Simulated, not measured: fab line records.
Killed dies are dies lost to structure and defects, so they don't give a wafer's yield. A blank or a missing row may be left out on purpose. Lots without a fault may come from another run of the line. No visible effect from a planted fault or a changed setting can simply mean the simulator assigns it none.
Chamber matching | flow berkeley_cmos170 | 4 sister chambers for UCB170_V1_CMP_02 on cmp-01
The step polishes SiO2. 14 wafers are shown with their chamber, then 7 later ones without.

WAFERS PAIRED WITH THEIR CHAMBERS
wafer  | chamber | motor_current_A (A) | retaining_ring_pressure_frac | platen_rpm (rpm)
L882.2 | 1       | 14.3                | 1.000                        | 60.00
L882.4 | 2       | 18.4                | 0.998                        | 59.97
L882.6 | 0       | 21.3                | 0.994                        | 60.00
L885.3 | 1       | 14.3                | 1.001                        | 60.02
L885.4 | 2       | 19.4                | 0.996                        | 60.00
L885.5 | 0       | 19.7                | 0.991                        | 59.97
L886.2 | 1       | 14.9                | 1.002                        | 59.99
L886.3 | 3       | 16.0                | 0.998                        | 59.96
L886.5 | 2       | 19.0                | 1.002                        | 59.96
L891.1 | 1       | 14.5                | 0.994                        | 60.03
L891.3 | 3       | 16.0                | 0.996                        | 60.02
L891.4 | 2       | 18.0                | 0.999                        | 60.00
L897.2 | 0       | 20.4                | 0.993                        | 59.94
L897.4 | 1       | 13.8                | 1.001                        | 60.01

SIGNATURES (averages over the wafers above)
reading                      | chamber 0 | chamber 1 | chamber 2 | chamber 3 | scatter within a chamber
motor_current_A              | 20.467    | 14.360    | 18.700    | 16.000    | 0.555
retaining_ring_pressure_frac | 0.99267   | 0.99960   | 0.99875   | 0.99700   | 0.00258
platen_rpm                   | 59.9700   | 60.0100   | 59.9825   | 59.9900   | 0.0242
Rule: for a wafer and a chamber, the distance is found by dividing, reading by reading, the gap between the wafer's reading and the chamber's mean by the reading's scatter, squaring, summing and taking the root. If the next closest chamber is less than 2 further off than the closest, the wafer can't be placed; otherwise it belongs to the closest. How the scatter is found: for the shown wafers, subtract from each reading the mean of its chamber, square and add these, divide the total by (wafers less chambers), then take the root.

WAFERS WITH NO CHAMBER GIVEN
wafer  | motor_current_A (A) | retaining_ring_pressure_frac | platen_rpm (rpm)
L897.6 | 19.8                | 0.996                        | 59.96
L900.1 | 18.7                | 0.999                        | 59.95
L900.2 | 20.4                | 0.994                        | 59.96
L900.3 | 15.0                | 1.005                        | 59.97
L901.4 | 18.9                | 1.006                        | 59.98
L901.5 | 19.3                | 0.997                        | 60.03
L901.6 | 15.1                | 0.999                        | 60.02

THE CHAMBER EACH PASSED THROUGH
wafer  | from the rows above     | in truth
L897.6 | can't be placed: 0 or 2 | 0
L900.1 | 2                       | 2
L900.2 | 0                       | 0
L900.3 | can't be placed: 1 or 3 | 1
L901.4 | 2                       | 2
L901.5 | can't be placed: 2 or 0 | 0
L901.6 | can't be placed: 1 or 3 | 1
Placed correctly: 3 of 7. From these rows, 4 cannot be placed; in 4 the true chamber is one of the candidates. Number placed wrongly: 0.
